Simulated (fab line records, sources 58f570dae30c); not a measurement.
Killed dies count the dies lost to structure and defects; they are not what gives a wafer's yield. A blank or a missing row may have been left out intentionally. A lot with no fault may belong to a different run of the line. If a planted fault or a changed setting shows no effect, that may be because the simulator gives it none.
Chamber matching | flow berkeley-cmos170 | rie-diel-02 running UCB170_V1_ETCH_14: 4 sister chambers
The step etches SiO2 in CHF3/CF4/Ar, stops on Al, target depth 1250 nm, time 291 s. 14 wafers are shown with their chamber, then 7 later ones without.

WAFERS, EACH WITH ITS CHAMBER
wafer  | chamber | drypump-motor-current-A (A) | throttle-valve-pct (%) | oes-product-au (a.u.)
L602.1 | 2       | 4.7                         | 7.06                   | 0.861
L602.2 | 0       | 6.2                         | 6.83                   | 0.875
L602.4 | 3       | 5.7                         | 6.80                   | 0.847
L604.2 | 2       | 4.7                         | 7.07                   | 0.865
L604.3 | 3       | 5.7                         | 6.79                   | 0.854
L604.4 | 0       | 6.2                         | 6.82                   | 0.881
L606.1 | 1       | 6.5                         | 6.87                   | 0.859
L606.4 | 1       | 6.5                         | 6.86                   | 0.864
L606.6 | 3       | 5.7                         | 6.79                   | 0.850
L608.1 | 3       | 5.7                         | 6.80                   | 0.849
L608.4 | 1       | 6.5                         | 6.87                   | 0.862
L608.5 | 0       | 6.2                         | 6.82                   | 0.874
L610.2 | 2       | 4.8                         | 7.05                   | 0.874
L610.3 | 3       | 5.7                         | 6.80                   | 0.850

SIGNATURES (means of the wafers above)
reading                 | chamber 0 | chamber 1 | chamber 2 | chamber 3 | scatter within a chamber
drypump-motor-current-A | 6.200     | 6.500     | 4.733     | 5.700     | 0.0258
throttle-valve-pct      | 6.8233    | 6.8667    | 7.0600    | 6.7960    | 0.00673
oes-product-au          | 0.87667   | 0.86167   | 0.86667   | 0.85000   | 0.00395
Rule: for each reading, subtract the chamber's mean from the wafer's reading, divide by that reading's scatter and square the result; add these up over the readings and take the root, which gives the wafer's distance from the chamber. The wafer belongs to the nearest chamber; if the next one is less than 2 further off, it can't be placed. How the scatter is found: for the shown wafers, subtract from each reading the mean of its chamber, square and add these, divide the total by (wafers less chambers), then take the root.

WAFERS MISSING THEIR CHAMBER
wafer  | drypump-motor-current-A (A) | throttle-valve-pct (%) | oes-product-au (a.u.)
L610.6 | 5.7                         | 6.78                   | 0.850
L615.4 | 4.7                         | 7.03                   | 0.872
L615.5 | 6.2                         | 6.82                   | 0.882
L615.6 | 6.5                         | 6.85                   | 0.864
L620.1 | 5.7                         | 6.80                   | 0.840
L620.4 | 6.5                         | 6.86                   | 0.866
L620.6 | 4.7                         | 7.05                   | 0.870

CHAMBER TAKEN BY EACH
wafer  | from the rows above | in truth
L610.6 | 3                   | 3
L615.4 | 2                   | 2
L615.5 | 0                   | 0
L615.6 | 1                   | 1
L620.1 | 3                   | 3
L620.4 | 1                   | 1
L620.6 | 2                   | 2
7 of 7 placed correctly. From these rows, 0 cannot be placed. Wrongly placed: 0.
